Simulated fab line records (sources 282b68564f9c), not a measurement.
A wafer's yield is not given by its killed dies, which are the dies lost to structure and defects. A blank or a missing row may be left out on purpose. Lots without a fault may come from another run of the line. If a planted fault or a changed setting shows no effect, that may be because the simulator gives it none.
fab line records	flow ritCmos
record: lots: 5	wafers: 23
route steps=202 shown PSD@150 SDANNEAL@156 NSD@158 PLDD@159 SILICIDE@162 CONTACT@171 M1@190
startH: hours from the record's first day to the start of the lot's first wafer shown	waitH: time in hours since the lot's previous step	" identical to the entry in the row above	L1.1+2: a row that stands for several wafers	- either no value or no given start	* or withheld: withheld	< > ~ a bound
route shown NAME@n: a module of which the file shows steps, and the number in the route of the first	usual: mean/standard deviation of fault-free wafers	same: alike in all rows	chamber/n: place in a boat	sites: per-site readings	_std_site: how widely they spread, as a standard deviation	_edge_site: outer sites' mean less inner sites'	radiusMm: for every site, how far away it sits from the centre of the wafer	mask NAME#n: copy n	behind: the tool/chamber that last shaped the wafer	hold: why the lot was held/for how many hours/how that ended	device: the n, p or np transistor that did not switch	end of line: at the end of the route, the tests of the same wafers	for a step that has no rows: nothing shown but its recipe	killed: count of dies lost to structure and defects at first sort (not the wafer's yield)	map: a wafer's dies, x killed, . not, _ none there
set.NAME: the setting the step ran with; set.NAME@STEP: the setting that earlier step ran with	model.NAME: the simulator's own value behind a step, which no gauge read
lots where settings were altered on purpose, with a table for each step and a row for each wafer
== steps ==
step: RIT_PSD_IMPLANT_08
recipe: species: BF2	energyKev: 27	doseCm2: 5e+15	tiltDeg: 7
lot.wafer	tool	chamber	startH	waitH	set.doseCm2
L077.1+3+4+5+6	implanter-04	0	64.04	0.1	5e+15
L080.1+2	implanter-02	0	78.15	0.1	5.109e+15
L080.4+5+6	"	0	"	"	5e+15
L082.1+3+6	implanter-02	0	89.21	0.1	5e+15
L084.1+2+4	implanter-03	0	97.71	0.1	4.791e+15
L084.3+6	"	0	"	"	5e+15
L085.1+4+6	implanter-02	0	104.32	0.1	5e+15
L085.3+5	"	0	"	"	4.854e+15
step: RIT_PSD_STRIP_09
recipe: chemistry: O2	timeS: 180	resist: NOVOLAK	platenTempC: withheld	powerW: 500	pressureMtorr: 4000	o2FlowSccm: 4000
step: RIT_SDANNEAL_RTA_03
recipe: tempC: 1050	timeS: 5	idleTempC: 600	rampUpCPerS: 342	rampDownCPerS: 171	coolToC: 600	ambient: N2
step: RIT_SDANNEAL_RS_MEAS_05
recipe: thkMeasGauge: four-point-probe
usual: NSD_RS: 84.66/0.28
lot.wafer	tool	chamber	startH	waitH	set.doseCm2@NSD_IMPLANT_08	NSD_RS[ohm/sq]
L077.1	filmMetro-01	-	64.97	0.1	9.706e+14	86.94
L077.3	"	-	"	"	1e+15	85.02
L077.4	"	-	"	"	9.706e+14	86.89
L077.5	"	-	"	"	9.706e+14	86.79
L077.6	"	-	"	"	1e+15	84.86
L080.1	filmMetro-01	-	79.08	0.1	1.026e+15	82.88
L080.2	"	-	"	"	1e+15	84.52
L080.4	"	-	"	"	1e+15	84.91
L080.5	"	-	"	"	1e+15	85.02
L080.6	"	-	"	"	1.026e+15	82.94
L082.1	filmMetro-01	-	90.14	0.1	1e+15	84.36
L082.3	"	-	"	"	1e+15	84.37
L082.6	"	-	"	"	1e+15	84.36
L084.1	filmMetro-04	-	99.04	0.1	1e+15	84.32
L084.2	"	-	"	"	9.359e+14	88.76
L084.3	"	-	"	"	1e+15	84.51
L084.4	"	-	"	"	1e+15	84.40
L084.6	"	-	"	"	9.359e+14	89.01
L085.1	filmMetro-01	-	105.29	0.1	1e+15	84.86
L085.3	"	-	"	"	9.525e+14	88.11
L085.4	"	-	"	"	1e+15	85.01
L085.5	"	-	"	"	9.525e+14	88.30
L085.6	"	-	"	"	9.525e+14	88.06
step: RIT_SDANNEAL_RS_MEAS_06
recipe: thkMeasGauge: four-point-probe
usual: PLDD_RS: 178.9/0.53
lot.wafer	tool	chamber	startH	waitH	set.doseCm2@PLDD_IMPLANT_08	PLDD_RS[ohm/sq]
L077.1	filmMetro-01	-	65.09	0.1	8.369e+14	185.3
L077.3	"	-	"	"	8.369e+14	185.7
L077.4	"	-	"	"	9e+14	178.4
L077.5	"	-	"	"	9e+14	178.4
L077.6	"	-	"	"	8.369e+14	185.7
L080.1	filmMetro-01	-	79.20	0.1	9e+14	179.3
L080.2	"	-	"	"	9e+14	179.3
L080.4	"	-	"	"	8.749e+14	181.8
L080.5	"	-	"	"	8.749e+14	182.2
L080.6	"	-	"	"	9e+14	179.4
L082.1	filmMetro-01	-	90.26	0.1	9e+14	178.5
L082.3	"	-	"	"	9e+14	178.6
L082.6	"	-	"	"	9e+14	178.8
L084.1	filmMetro-04	-	99.16	0.1	9.347e+14	175.3
L084.2	"	-	"	"	9.347e+14	175.6
L084.3	"	-	"	"	9e+14	178.5
L084.4	"	-	"	"	9e+14	178.9
L084.6	"	-	"	"	9e+14	179.5
L085.1	filmMetro-01	-	105.41	0.1	8.727e+14	182.4
L085.3	"	-	"	"	9e+14	179.8
L085.4	"	-	"	"	9e+14	179.7
L085.5	"	-	"	"	8.727e+14	182.2
L085.6	"	-	"	"	9e+14	179.7
step: RIT_SILICIDE_SPUTTER_01
recipe: material: Ti	targetThkNm: 30	powerW: 350	chamberPressurePa: 0.667	gas: Ar	timeS: 240	substrateTempC: 25
lot.wafer	tool	chamber	startH	waitH	set.powerW	model.Ti_of_SILICIDE_SPUTTER_01.thkNm
L077.1	pvdSputter-02	-	65.34	0.0	378.9	32.3
L077.3	"	-	"	"	378.9	32.69
L077.4	"	-	"	"	350	30.47
L077.5	"	-	"	"	378.9	32.56
L077.6	"	-	"	"	350	29.98
L080.1	pvdSputter-03	-	79.45	0.0	350	29.95
L080.2	"	-	"	"	350	29.43
L080.4	"	-	"	"	350	29.61
L080.5	"	-	"	"	350	29.76
L080.6	"	-	"	"	350	29.45
L082.1	pvdSputter-03	-	90.51	0.0	350	30.23
L082.3	"	-	"	"	350	29.53
L082.6	"	-	"	"	350	29.92
L084.1	pvdSputter-03	-	99.41	0.0	321.5	27.6
L084.2	"	-	"	"	321.5	26.94
L084.3	"	-	"	"	350	29.95
L084.4	"	-	"	"	350	29.99
L084.6	"	-	"	"	321.5	27.66
L085.1	pvdSputter-02	-	105.67	0.0	350	30.26
L085.3	"	-	"	"	350	29.93
L085.4	"	-	"	"	350	30.25
L085.5	"	-	"	"	350	30.17
L085.6	"	-	"	"	350	30.19
step: RIT_SILICIDE_RS_MEAS_02
recipe: thkMeasGauge: four-point-probe	reads: Ti_of_SILICIDE_SPUTTER_01
usual: SILICIDE_TI_RS: 48.3/0.63
lot.wafer	tool	chamber	startH	waitH	set.powerW@SILICIDE_SPUTTER_01	SILICIDE_TI_RS[ohm/sq]
L077.1	filmMetro-03	-	65.49	0.1	378.9	43.7
L077.3	"	-	"	"	378.9	43.1
L077.4	"	-	"	"	350	47.0
L077.5	"	-	"	"	378.9	43.2
L077.6	"	-	"	"	350	48.1
L080.1	filmMetro-01	-	79.60	0.1	350	48.1
L080.2	"	-	"	"	350	49.2
L080.4	"	-	"	"	350	48.8
L080.5	"	-	"	"	350	48.3
L080.6	"	-	"	"	350	49.1
L082.1	filmMetro-03	-	90.66	0.1	350	47.4
L082.3	"	-	"	"	350	48.9
L082.6	"	-	"	"	350	48.2
L084.1	filmMetro-01	-	99.56	0.1	321.5	53.3
L084.2	"	-	"	"	321.5	54.9
L084.3	"	-	"	"	350	48.1
L084.4	"	-	"	"	350	48.0
L084.6	"	-	"	"	321.5	53.1
L085.1	filmMetro-03	-	105.82	0.1	350	47.4
L085.3	"	-	"	"	350	48.1
L085.4	"	-	"	"	350	47.5
L085.5	"	-	"	"	350	47.7
L085.6	"	-	"	"	350	47.5
step: RIT_SILICIDE_THK_MEAS_03
recipe: thkMeasGauge: xrf	reads: Ti_of_SILICIDE_SPUTTER_01
usual: SILICIDE_TI_THK: 30.2/0.34
lot.wafer	tool	chamber	startH	waitH	set.powerW@SILICIDE_SPUTTER_01	SILICIDE_TI_THK[nm]
L077.1	filmMetro-03	-	65.61	0.1	378.9	32.8
L077.3	"	-	"	"	378.9	33.2
L077.4	"	-	"	"	350	30.8
L077.5	"	-	"	"	378.9	32.9
L077.6	"	-	"	"	350	30.4
L080.1	filmMetro-01	-	79.72	0.1	350	30.2
L080.2	"	-	"	"	350	29.8
L080.4	"	-	"	"	350	29.8
L080.5	"	-	"	"	350	30.0
L080.6	"	-	"	"	350	29.8
L082.1	filmMetro-03	-	90.78	0.1	350	30.6
L082.3	"	-	"	"	350	30.1
L082.6	"	-	"	"	350	30.4
L084.1	filmMetro-01	-	99.68	0.1	321.5	28.0
L084.2	"	-	"	"	321.5	27.3
L084.3	"	-	"	"	350	30.4
L084.4	"	-	"	"	350	30.6
L084.6	"	-	"	"	321.5	28.0
L085.1	filmMetro-03	-	105.94	0.1	350	30.8
L085.3	"	-	"	"	350	30.4
L085.4	"	-	"	"	350	30.7
L085.5	"	-	"	"	350	30.7
L085.6	"	-	"	"	350	30.6
step: RIT_CONTACT_COAT_03
recipe: resist: NOVOLAK	spinRpm: 3250	resistThkNm: 1000
lot.wafer	tool	chamber	startH	waitH	set.resistThkNm	model.NOVOLAK_of_CONTACT_COAT_03.thkNm
L077.1+6	lithoTrack-02	0	66.11	0.1	1000	1002
L077.3	"	0	"	"	1060	1063
L077.4	"	0	"	"	1000	1005
L077.5	"	0	"	"	1060	1061
L080.1	lithoTrack-04	0	80.22	0.1	1000	997.9
L080.2	"	0	"	"	1000	998.8
L080.4	"	0	"	"	1000	995.5
L080.5	"	0	"	"	963.3	956.8
L080.6	"	0	"	"	963.3	960.1
L082.1	lithoTrack-02	0	91.35	0.1	1000	1000
L082.3+6	"	0	"	"	1000	1002
L084.1	lithoTrack-03	0	100.20	0.1	1000	998.4
L084.2	"	0	"	"	1046	1044
L084.3	"	0	"	"	1000	999.8
L084.4	"	0	"	"	1046	1047
L084.6	"	0	"	"	1000	1000
L085.1	lithoTrack-03	0	106.55	0.1	1000	1000
L085.3	"	0	"	"	1000	1002
L085.4	"	0	"	"	1054	1057
L085.5	"	0	"	"	1054	1056
L085.6	"	0	"	"	1000	1001
step: RIT_CONTACT_EXPOSE_05
recipe: maskId: M11	na: 0.6	sourceShape: conventional	sigmaOuter: 0.5	targetCdNm: 1000	doseMj: 250
lot.wafer	tool	chamber	startH	waitH	mask	set.doseMj
L077.1+5	ilineStepper-02	0	66.53	0.2	M11#0	262.6
L077.3+4+6	"	0	"	"	M11#0	250
L080.1+4+5	ilineStepper-01	0	80.65	0.2	M11#0	250
L080.2+6	"	0	"	"	M11#0	234.2
L082.1+3+6	ilineStepper-02	0	91.65	0.1	M11#0	250
L084.1+2+3	ilineStepper-02	0	100.50	0.1	M11#0	250
L084.4+6	"	0	"	"	M11#0	242.2
L085.1+4+5	ilineStepper-01	0	106.98	0.2	M11#0	250
L085.3+6	"	0	"	"	M11#0	265
step: RIT_CONTACT_PEB_06
recipe: resist: NOVOLAK	tempC: withheld	timeS: withheld
step: RIT_CONTACT_DEVELOP_07
recipe: resist: NOVOLAK	developTimeS: 120	devTempC: 23
step: RIT_CONTACT_CD_MEAS_08
recipe: targetCdNm: 1000
usual: cdNm: 1000.3/1.8
lot.wafer	tool	chamber	startH	waitH	set.doseMj@CONTACT_EXPOSE_05	cdNm
L077.1	cdSem-01	-	67.05	-	262.6	1013.0
L077.3	"	-	"	"	250	994.1
L077.4	"	-	"	"	250	996.7
L077.5	"	-	"	"	262.6	1006.9
L077.6	"	-	"	"	250	999.9
L080.1	cdSem-01	-	81.16	-	250	998.3
L080.2	"	-	"	"	234.2	979.3
L080.4	"	-	"	"	250	997.8
L080.5	"	-	"	"	250	1002.2
L080.6	"	-	"	"	234.2	984.6
L082.1	cdSem-02	-	92.30	-	250	1003.6
L082.3	"	-	"	"	250	1000.2
L082.6	"	-	"	"	250	1003.5
L084.1	cdSem-02	-	101.02	-	250	1002.6
L084.2	"	-	"	"	250	998.6
L084.3	"	-	"	"	250	1001.9
L084.4	"	-	"	"	242.2	987.5
L084.6	"	-	"	"	242.2	992.1
L085.1	cdSem-01	-	107.50	-	250	998.2
L085.3	"	-	"	"	265	1013.8
L085.4	"	-	"	"	250	990.7
L085.5	"	-	"	"	250	992.7
L085.6	"	-	"	"	265	1015.5
step: RIT_CONTACT_HARDBAKE_10
recipe: resist: NOVOLAK	tempC: 140	timeS: 60
lot.wafer	tool	chamber	startH	waitH	set.resistThkNm@CONTACT_COAT_03	model.NOVOLAK_of_CONTACT_COAT_03.thkNm
L077.1	lithoTrack-02	0	67.21	0.0	1000	884.9
L077.3	"	0	"	"	1060	938.7
L077.4	"	0	"	"	1000	887.7
L077.5	"	0	"	"	1060	936.9
L077.6	"	0	"	"	1000	884.7
L080.1	lithoTrack-02	0	81.32	0.0	1000	881.4
L080.2	"	0	"	"	1000	882.2
L080.4	"	0	"	"	1000	879.4
L080.5	"	0	"	"	963.3	845.5
L080.6	"	0	"	"	963.3	848.4
L082.1	lithoTrack-02	0	92.45	0.0	1000	883.5
L082.3	"	0	"	"	1000	885
L082.6	"	0	"	"	1000	884.8
L084.1	lithoTrack-04	0	101.18	0.0	1000	881.9
L084.2	"	0	"	"	1046	921.5
L084.3	"	0	"	"	1000	883.2
L084.4	"	0	"	"	1046	924.7
L084.6	"	0	"	"	1000	883.7
L085.1	lithoTrack-03	0	107.65	0.0	1000	883.3
L085.3	"	0	"	"	1000	885.1
L085.4	"	0	"	"	1054	932.9
L085.5	"	0	"	"	1054	932
L085.6	"	0	"	"	1000	884.5
step: RIT_CONTACT_ETCH_11
recipe: targetDepthA: 4800	overEtchFrac: 0.2	stopOn: TiSi2	chemistry: CHF3/CF4/Ar	target: SiO2	CHF3_flow_sccm: 50	cf4FlowSccm: 10	Ar_flow_sccm: 100	O2_flow_sccm: 5	pressureMtorr: 100	rfW: 200	timeS: 320
lot.wafer	tool	chamber	startH	waitH	set.doseMj@CONTACT_EXPOSE_05	model.CONTACT.cdNm
L077.1	rieDiel-02	1	67.36	0.1	262.6	1012
L077.3	"	2	"	"	250	993.4
L077.4	"	3	"	"	250	996.8
L077.5	"	1	"	"	262.6	1006
L077.6	"	2	"	"	250	998.7
L080.1	rieDiel-02	1	81.47	0.1	250	997.6
L080.2	"	0	"	"	234.2	979.1
L080.4	"	2	"	"	250	997
L080.5	"	0	"	"	250	1002
L080.6	"	3	"	"	234.2	985.1
L082.1+6	rieDiel-01	0,2	92.60	0.1	250	1004
L082.3	"	2	"	"	250	1001
L084.1	rieDiel-01	3	101.33	0.1	250	1003
L084.2	"	1	"	"	250	997.9
L084.3	"	2	"	"	250	1002
L084.4	"	0	"	"	242.2	987.6
L084.6	"	1	"	"	242.2	991.8
L085.1	rieDiel-01	0	107.80	0.1	250	997.6
L085.3	"	2	"	"	265	1014
L085.4	"	3	"	"	250	991
L085.5	"	3	"	"	250	992.7
L085.6	"	0	"	"	265	1015
step: RIT_CONTACT_STRIP_12
recipe: chemistry: O2	timeS: 180	resist: NOVOLAK	platenTempC: withheld	powerW: 500	pressureMtorr: 4000	o2FlowSccm: 4000
step: RIT_CONTACT_CD_MEAS_90
recipe: targetCdNm: 1000
usual: cdNm: 1000.3/1.9
lot.wafer	tool	chamber	startH	waitH	set.doseMj@CONTACT_EXPOSE_05	cdNm
L077.1	cdSem-02	-	67.73	0.1	262.6	1012.3
L077.3	"	-	"	"	250	993.2
L077.4	"	-	"	"	250	996.6
L077.5	"	-	"	"	262.6	1006.6
L077.6	"	-	"	"	250	998.6
L080.1	cdSem-02	-	81.84	0.1	250	997.5
L080.2	"	-	"	"	234.2	979.2
L080.4	"	-	"	"	250	996.9
L080.5	"	-	"	"	250	1002.5
L080.6	"	-	"	"	234.2	985.2
L082.1	cdSem-02	-	92.97	0.1	250	1003.6
L082.3	"	-	"	"	250	1000.8
L082.6	"	-	"	"	250	1003.7
L084.1	cdSem-01	-	101.69	0.1	250	1003.3
L084.2	"	-	"	"	250	998.1
L084.3	"	-	"	"	250	1002.3
L084.4	"	-	"	"	242.2	987.7
L084.6	"	-	"	"	242.2	991.6
L085.1	cdSem-01	-	108.17	0.1	250	997.7
L085.3	"	-	"	"	265	1013.7
L085.4	"	-	"	"	250	991.1
L085.5	"	-	"	"	250	992.5
L085.6	"	-	"	"	265	1015.2
step: RIT_M1_EXPOSE_06
recipe: maskId: M12	na: 0.6	sourceShape: conventional	sigmaOuter: 0.5	targetCdNm: 2600	doseMj: 250
lot.wafer	tool	chamber	startH	waitH	mask	set.doseMj
L077.1+3	ilineStepper-01	0	69.25	0.2	M12#0	267.5
L077.4+5+6	"	0	"	"	M12#0	250
L080.1+5+6	ilineStepper-01	0	83.41	0.2	M12#0	265.1
L080.2+4	"	0	"	"	M12#0	250
L082.1+3+6	ilineStepper-02	0	94.53	0.2	M12#0	250
L084.1+4+6	ilineStepper-01	0	103.30	0.1	M12#0	250
L084.2+3	"	0	"	"	M12#0	240.2
L085.1+5	ilineStepper-01	0	109.57	0.1	M12#0	267.2
L085.3+4+6	"	0	"	"	M12#0	250
step: RIT_M1_PEB_07
recipe: resist: NOVOLAK	tempC: withheld	timeS: withheld
step: RIT_M1_DEVELOP_08
recipe: resist: NOVOLAK	developTimeS: 68	devTempC: 23
step: RIT_M1_CD_MEAS_09
recipe: targetCdNm: 2600
usual: cdNm: 2600.2/1.6
lot.wafer	tool	chamber	startH	waitH	set.doseMj@M1_EXPOSE_06	cdNm
L077.1	cdSem-02	-	69.68	-	267.5	2582.3
L077.3	"	-	"	"	267.5	2581.9
L077.4	"	-	"	"	250	2600.0
L077.5	"	-	"	"	250	2600.1
L077.6	"	-	"	"	250	2604.5
L080.1	cdSem-01	-	83.84	-	265.1	2582.7
L080.2	"	-	"	"	250	2600.9
L080.4	"	-	"	"	250	2599.2
L080.5	"	-	"	"	265.1	2580.5
L080.6	"	-	"	"	265.1	2583.1
L082.1	cdSem-02	-	94.96	-	250	2599.7
L082.3	"	-	"	"	250	2600.0
L082.6	"	-	"	"	250	2599.7
L084.1	cdSem-01	-	103.73	-	250	2600.8
L084.2	"	-	"	"	240.2	2611.5
L084.3	"	-	"	"	240.2	2609.6
L084.4	"	-	"	"	250	2602.6
L084.6	"	-	"	"	250	2600.5
L085.1	cdSem-02	-	110.00	-	267.2	2582.1
L085.3	"	-	"	"	250	2601.3
L085.4	"	-	"	"	250	2603.9
L085.5	"	-	"	"	267.2	2582.6
L085.6	"	-	"	"	250	2604.4
step: RIT_M1_METAL_ETCH_12
recipe: stopOn: SiO2	chemistry: Cl2/BCl3	target: Al	timeS: 165	overEtchFrac: 0.5	pressureMtorr: 100	targetDepthA: 6000	rfW: 250	Cl2_flow_sccm: 60	bcl3FlowSccm: 50
lot.wafer	tool	chamber	startH	waitH	set.rfW	set.doseMj@M1_EXPOSE_06	model.NOVOLAK_of_M1_COAT_04.thkNm	model.M1.cdNm
L077.1	rieMetal-04	0	70.08	0.2	250	267.5	790.4	2580
L077.3	"	1	"	"	250	267.5	788.9	2581
L077.4	"	0	"	"	250	250	788.4	2598
L077.5	"	0	"	"	250	250	788.2	2598
L077.6	"	1	"	"	250	250	796.3	2603
L080.1	rieMetal-04	1	84.25	0.2	250	265.1	795	2581
L080.2	"	0	"	"	272	250	762.6	2593
L080.4	"	1	"	"	250	250	795.5	2598
L080.5	"	1	"	"	272	265.1	764.7	2574
L080.6	"	0	"	"	272	265.1	763	2576
L082.1	rieMetal-03	1	95.37	0.2	250	250	793.3	2598
L082.3	"	1	"	"	250	250	792.4	2597
L082.6	"	1	"	"	250	250	794.2	2597
L084.1	rieMetal-01	1	104.14	0.2	250	250	812.2	2602
L084.2	"	0	"	"	220.8	240.2	841.2	2616
L084.3	"	0	"	"	220.8	240.2	838.2	2614
L084.4	"	1	"	"	220.8	250	851.9	2610
L084.6	"	0	"	"	250	250	802.1	2600
L085.1	rieMetal-03	1	110.40	0.2	229.9	267.2	830.6	2582
L085.3	"	0	"	"	229.9	250	838	2605
L085.4	"	1	"	"	250	250	806.2	2600
L085.5	"	1	"	"	229.9	267.2	830.2	2583
L085.6	"	0	"	"	250	250	811	2602
step: RIT_M1_STRIP_13
recipe: chemistry: nmp	resist: NOVOLAK	tempC: 80	timeS: 600	dry: n2Spin
step: RIT_M1_STRIP_14
recipe: chemistry: O2	timeS: 180	platenTempC: withheld	powerW: 500	pressureMtorr: 4000	o2FlowSccm: 4000
step: RIT_M1_CD_MEAS_90
recipe: targetCdNm: 2600
usual: cdNm: 2599.3/2
lot.wafer	tool	chamber	startH	waitH	set.doseMj@M1_EXPOSE_06	cdNm
L077.1	cdSem-02	-	70.59	0.1	267.5	2579.6
L077.3	"	-	"	"	267.5	2581.3
L077.4	"	-	"	"	250	2598.4
L077.5	"	-	"	"	250	2598.0
L077.6	"	-	"	"	250	2603.3
L080.1	cdSem-01	-	84.76	0.1	265.1	2580.4
L080.2	"	-	"	"	250	2593.5
L080.4	"	-	"	"	250	2597.6
L080.5	"	-	"	"	265.1	2574.4
L080.6	"	-	"	"	265.1	2575.9
L082.1	cdSem-02	-	96.05	0.1	250	2597.4
L082.3	"	-	"	"	250	2596.9
L082.6	"	-	"	"	250	2597.2
L084.1	cdSem-01	-	104.65	0.1	250	2602.4
L084.2	"	-	"	"	240.2	2616.1
L084.3	"	-	"	"	240.2	2613.9
L084.4	"	-	"	"	250	2609.5
L084.6	"	-	"	"	250	2599.6
L085.1	cdSem-02	-	110.91	0.1	267.2	2582.5
L085.3	"	-	"	"	250	2604.5
L085.4	"	-	"	"	250	2600.4
L085.5	"	-	"	"	267.2	2583.0
L085.6	"	-	"	"	250	2602.5
step: RIT_M1_PROBE_99
usual: killed_at_M0_to_M3: 0.0/0.12	killedAtFrontEnd: 8/3.4	killedDies: 8/3.4	killedOpen: 3.6/2.4	killedShort: 4.0/1.9
same: grossDies: 264	killed_at_M4_up: 0	killedAtBackSide: 0	killedAtContacts: 0	killedAtOther: 0
lot.wafer	tool	chamber	startH	waitH	set.doseMj@M1_EXPOSE_06	killed_at_M0_to_M3	killedAtFrontEnd	killedDies	killedOpen	killedShort	model.etest.m1.widthNm
L077.1	prober-02	-	72.33	0.1	267.5	0	7	7	4	3	2580
L077.3	prober-02	-	72.43	0.2	267.5	0	9	9	4	5	2584
L077.4	prober-02	-	72.48	0.2	250	0	10	10	2	8	2598
L077.5	prober-02	-	72.53	0.2	250	0	6	6	3	3	2602
L077.6	prober-02	-	72.58	0.2	250	0	8	8	6	2	2608
L080.1	prober-01	-	86.50	0.1	265.1	1	5	6	4	2	2580
L080.2	prober-01	-	86.55	0.1	250	0	7	7	1	6	2596
L080.4	prober-01	-	86.65	0.2	250	0	9	9	3	6	2606
L080.5	prober-01	-	86.70	0.2	265.1	0	13	13	9	4	2572
L080.6	prober-01	-	86.75	0.2	265.1	0	7	7	2	5	2585
L082.1	prober-01	-	98.49	0.1	250	0	2	2	0	2	2597
L082.3	prober-01	-	98.59	0.2	250	0	9	9	5	4	2594
L082.6	prober-01	-	98.74	0.2	250	0	7	7	2	5	2600
L084.1	prober-01	-	106.39	0.1	250	0	7	7	2	5	2607
L084.2	prober-01	-	106.44	0.1	240.2	0	7	7	2	5	2621
L084.3	prober-01	-	106.49	0.2	240.2	0	8	8	4	4	2615
L084.4	prober-01	-	106.54	0.2	250	0	8	8	5	3	2615
L084.6	prober-01	-	106.64	0.2	250	0	6	6	4	2	2597
L085.1	prober-02	-	113.67	0.1	267.2	0	8	8	4	4	2586
L085.3	prober-02	-	113.77	0.2	250	0	11	11	4	7	2608
L085.4	prober-02	-	113.82	0.2	250	0	7	7	4	3	2601
L085.5	prober-02	-	113.87	0.2	267.2	0	8	8	2	6	2582
L085.6	prober-02	-	113.92	0.2	250	0	15	15	7	8	2600
killed by level:class
L077.1 GATE:geometricParticle:short=3 GATE:geometricParticle:open=3 FOX1:geometricParticle:open=1
L077.3 FOX2:geometricParticle:open=3 FOX1:geometricParticle:short=2 REOX:geometricParticle:short=1 REOX:geometricParticle:open=1 SPACER:geometricParticle:short=1 SILICIDE:geometricParticle:short=1
L077.4 GATE:geometricParticle:short=4 SILICIDE:geometricParticle:short=3 GATE:geometricParticle:open=2 FOX2:geometricParticle:short=1
L077.5 GATE:geometricParticle:short=1 GATE:geometricParticle:open=1 SPACER:geometricParticle:short=1 SPACER:geometricParticle:open=1 SILICIDE:geometricParticle:open=1 SILICIDE:geometricParticle:short=1
L077.6 GATE:geometricParticle:open=2 SILICIDE:geometricParticle:open=2 FOX1:geometricParticle:short=1 FOX2:geometricParticle:open=1 GATE:geometricParticle:short=1 SPACER:geometricParticle:open=1
L080.1 FOX1:geometricParticle:open=1 GATE:geometricParticle:open=1 GATE:geometricParticle:short=1 REOX:geometricParticle:open=1 SPACER:geometricParticle:open=1 M1:geometricParticle:short=1
L080.2 FOX1:geometricParticle:short=3 GATE:geometricParticle:short=2 SILICIDE:geometricParticle:open=1 SILICIDE:geometricParticle:short=1
L080.4 FOX1:geometricParticle:short=2 GATE:geometricParticle:open=2 GATE:geometricParticle:short=2 SPACER:geometricParticle:short=1 SILICIDE:geometricParticle:short=1 SILICIDE:geometricParticle:open=1
L080.5 GATE:geometricParticle:open=5 SILICIDE:geometricParticle:open=2 GATE:geometricParticle:short=2 SPACER:geometricParticle:open=2 FOX2:geometricParticle:short=1 SPACER:geometricParticle:short=1
L080.6 GATE:geometricParticle:short=3 REOX:geometricParticle:open=1 SPACER:geometricParticle:short=1 SPACER:geometricParticle:open=1 SILICIDE:geometricParticle:short=1
L082.1 FOX2:geometricParticle:short=1 SPACER:geometricParticle:short=1
L082.3 SPACER:geometricParticle:open=2 FOX2:geometricParticle:open=1 FOX2:geometricParticle:short=1 GATE:geometricParticle:open=1 GATE:geometricParticle:short=1 REOX:geometricParticle:open=1 SPACER:geometricParticle:short=1 SILICIDE:geometricParticle:short=1
L082.6 GATE:geometricParticle:short=3 SPACER:geometricParticle:short=2 FOX1:geometricParticle:open=1 GATE:geometricParticle:open=1
L084.1 FOX1:geometricParticle:short=2 FOX2:geometricParticle:open=1 GATE:geometricParticle:open=1 GATE:geometricParticle:short=1 REOX:geometricParticle:short=1 SILICIDE:geometricParticle:short=1
L084.2 GATE:geometricParticle:short=2 SPACER:geometricParticle:open=2 FOX1:geometricParticle:short=1 REOX:geometricParticle:short=1 SILICIDE:geometricParticle:short=1
L084.3 GATE:geometricParticle:short=2 FOX2:geometricParticle:short=1 FOX2:geometricParticle:open=1 GATE:geometricParticle:open=1 SPACER:geometricParticle:open=1 SPACER:geometricParticle:short=1 SILICIDE:geometricParticle:open=1
L084.4 GATE:geometricParticle:short=2 GATE:geometricParticle:open=2 FOX1:geometricParticle:open=1 SPACER:geometricParticle:open=1 SPACER:geometricParticle:short=1 SILICIDE:geometricParticle:open=1
L084.6 FOX1:geometricParticle:open=2 SILICIDE:geometricParticle:open=2 FOX1:geometricParticle:short=1 GATE:geometricParticle:short=1
L085.1 GATE:geometricParticle:open=2 SPACER:geometricParticle:short=2 GATE:geometricParticle:short=1 REOX:geometricParticle:short=1 SPACER:geometricParticle:open=1 SILICIDE:geometricParticle:open=1
L085.3 GATE:geometricParticle:short=3 FOX1:geometricParticle:open=1 FOX2:geometricParticle:short=1 FOX2:geometricParticle:open=1 REOX:geometricParticle:short=1 REOX:geometricParticle:open=1 SPACER:geometricParticle:short=1 SILICIDE:geometricParticle:open=1
L085.4 GATE:geometricParticle:open=2 GATE:geometricParticle:short=1 REOX:geometricParticle:short=1 REOX:geometricParticle:open=1 SPACER:geometricParticle:short=1 SILICIDE:geometricParticle:open=1
L085.5 GATE:geometricParticle:short=3 REOX:geometricParticle:short=2 FOX1:geometricParticle:open=1 FOX2:geometricParticle:short=1 FOX2:geometricParticle:open=1
L085.6 GATE:geometricParticle:open=4 FOX2:geometricParticle:short=3 GATE:geometricParticle:short=3 FOX1:geometricParticle:short=2 FOX1:geometricParticle:open=1 REOX:geometricParticle:open=1 SPACER:geometricParticle:open=1
== key ==
split: step: RIT_PSD_IMPLANT_08	setting: doseCm2	stated: 5e+15	by: wafer
response none clear
split: step: RIT_SILICIDE_SPUTTER_01	setting: powerW	stated: 350	by: wafer
response: step: RIT_SILICIDE_SPUTTER_01	reading: model.Ti_of_SILICIDE_SPUTTER_01.thkNm	change: +0.297	per: 1%	r: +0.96
response: step: RIT_SILICIDE_RS_MEAS_02	reading: SILICIDE_TI_RS	change: -0.604	per: 1%	r: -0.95
response: step: RIT_SILICIDE_THK_MEAS_03	reading: SILICIDE_TI_THK	change: +0.309	per: 1%	r: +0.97
split: step: RIT_CONTACT_COAT_03	setting: resistThkNm	stated: 1000	by: wafer
response: step: RIT_CONTACT_COAT_03	reading: model.NOVOLAK_of_CONTACT_COAT_03.thkNm	change: +10.1	per: 1%	r: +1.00
response: step: RIT_CONTACT_HARDBAKE_10	reading: model.NOVOLAK_of_CONTACT_COAT_03.thkNm	change: +8.84	per: 1%	r: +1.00
split: step: RIT_CONTACT_EXPOSE_05	setting: doseMj	stated: 250	by: wafer
response: step: RIT_CONTACT_CD_MEAS_08	reading: cdNm	change: +3.02	per: 1%	r: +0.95
response: step: RIT_CONTACT_ETCH_11	reading: model.CONTACT.cdNm	change: +2.98	per: 1%	r: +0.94
response: step: RIT_CONTACT_CD_MEAS_90	reading: cdNm	change: +3	per: 1%	r: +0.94
split: step: RIT_M1_EXPOSE_06	setting: doseMj	stated: 250	by: wafer
response: step: RIT_M1_CD_MEAS_09	reading: cdNm	change: -2.87	per: 1%	r: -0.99
response: step: RIT_M1_METAL_ETCH_12	reading: model.M1.cdNm	change: -2.88	per: 1%	r: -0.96
response: step: RIT_M1_CD_MEAS_90	reading: cdNm	change: -2.89	per: 1%	r: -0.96
response: step: RIT_M1_PROBE_99	reading: model.etest.m1.widthNm	change: -3.08	per: 1%	r: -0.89
split: step: RIT_M1_METAL_ETCH_12	setting: rfW	stated: 250	by: wafer
response: step: RIT_M1_METAL_ETCH_12	reading: model.NOVOLAK_of_M1_COAT_04.thkNm	change: -3.24	per: 1%	r: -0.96
split outsideThisFile step=RIT_PLDD_IMPLANT_08 setting=doseCm2
split outsideThisFile step=RIT_NSD_IMPLANT_08 setting=doseCm2
split outsideThisFile: this setting was split too, and the file shows its column; the key of that split is in another file
